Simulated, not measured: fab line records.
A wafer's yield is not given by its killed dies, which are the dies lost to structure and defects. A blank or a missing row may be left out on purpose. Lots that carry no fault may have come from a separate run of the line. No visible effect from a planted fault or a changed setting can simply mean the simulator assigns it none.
Split-lot trial -- flow ritCmos -- 23 wafers read across 5 lots, on a route 202 steps long

THE SPLIT
At RIT_PWELL_IMPLANT_08, the setting doseCm2 was moved away from the recipe's 7e+13 on 7 of the 23 wafers read, by -7.3% to +6.8%. The other wafers ran this setting at the recipe's value.

FROM THE SPLIT TO THE READING: what the file shows between them, 3 steps
- RIT_PWELL_STRIP_09: strips in O2, time 180 s (also split here: o2FlowSccm)
- RIT_PWELL_TW_MEAS_10
- RIT_WELLDRIVE_ANNEAL_00: time 14700 s

THE READING
Measured at RIT_WELLDRIVE_RS_MEAS_02 by four-point probe: PWELL_RS, in ohm/sq. Fault-free wafers of this fab line usually give 429.4 ohm/sq, standard deviation 1 ohm/sq.

wafer,"tool, chamber at the split",doseCm2 as run,against the recipe,"PWELL_RS, ohm/sq",against lot-mates on the recipe
L078.1,"implanter-04, 0",7e+13,recipe,429.9,-
L078.5,"implanter-04, 0",7e+13,recipe,429.7,-
L078.6,"implanter-04, 0",7e+13,recipe,431.0,-
L079.1,"implanter-01, 0",7.474e+13,+6.8%,411.9,-17.1
L079.3,"implanter-01, 0",7e+13,recipe,428.6,-
L079.4,"implanter-01, 0",7.474e+13,+6.8%,412.6,-16.4
L079.5,"implanter-01, 0",7.474e+13,+6.8%,411.6,-17.4
L079.6,"implanter-01, 0",7e+13,recipe,429.4,-
L081.1,"implanter-04, 0",7e+13,recipe,427.4,-
L081.2,"implanter-04, 0",7e+13,recipe,428.3,-
L081.3,"implanter-04, 0",7e+13,recipe,429.0,-
L081.5,"implanter-04, 0",7.382e+13,+5.5%,414.4,-13.8
L081.6,"implanter-04, 0",7.382e+13,+5.5%,413.8,-14.4
L083.1,"implanter-01, 0",7e+13,recipe,429.5,-
L083.2,"implanter-01, 0",7e+13,recipe,428.4,-
L083.4,"implanter-01, 0",7e+13,recipe,430.4,-
L083.5,"implanter-01, 0",7e+13,recipe,430.0,-
L083.6,"implanter-01, 0",7e+13,recipe,428.6,-
L085.1,"implanter-04, 0",7e+13,recipe,428.3,-
L085.2,"implanter-04, 0",6.49e+13,-7.3%,448.4,+20.2
L085.3,"implanter-04, 0",6.49e+13,-7.3%,449.8,+21.6
L085.4,"implanter-04, 0",7e+13,recipe,428.5,-
L085.5,"implanter-04, 0",7e+13,recipe,427.9,-

THE FIT
A straight line over all 23 wafers: PWELL_RS changes by -2.65 ohm/sq for each +1% of doseCm2; r = -1.00; the points scatter about the line by 0.97 ohm/sq.
The same after taking each lot's own level away (the mean of its wafers on the recipe; 23 wafers): -2.66 ohm/sq for each +1%; r = -1.00; scatter 0.8 ohm/sq.
According to that fit, moving doseCm2 by its largest amount changes the reading by 19 ohm/sq.
Measured against the standard deviation above, the lots' own levels, which go from 428.23 to 430.20 ohm/sq, span 2.0 times it.
The two slopes agree, so the slope changes little with the lot-to-lot level.
Check: for one of the wafers moved furthest among these (-7.3%), held out of the fit, the line's prediction against its lot-mates is +19.6 ohm/sq. Against them it came out at +20.2 ohm/sq.

ADDITIONAL SPLITS CARRIED BY THESE WAFERS
Before the reading, these wafers also passed through other splits. Each is held against what the fit with the lots' levels taken away leaves over:
other split on the same wafers,wafers away from the commonest value,r with PWELL_RS (lot level and that fit taken away)
RIT_ACTIVE_CVD_03 timeS,10,-0.03
RIT_ACTIVE_COAT_06 resistThkNm,8,-0.09
RIT_ACTIVE_ETCH_13 rfW,7,-0.08
RIT_FOX2_OXIDATION_00 tempC,18,-0.17
RIT_PWELL_COAT_01 spinRpm,8,+0.39
RIT_PWELL_STRIP_09 o2FlowSccm,7,+0.28

THE WHOLE CHAIN: every reading that the file lists as answering this split, in the file's order
step,what it does,reading,change (the file's fit),r (the file's)
RIT_PWELL_TW_MEAS_10,,PWELL_TW,+3.14 for each +1% of the setting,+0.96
RIT_WELLDRIVE_RS_MEAS_02,measures by four-point-probe,PWELL_RS,-2.67 for each +1% of the setting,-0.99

FILE'S OWN FIT
PWELL_RS changes by -2.67 ohm/sq for each +1% of doseCm2, r = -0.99.
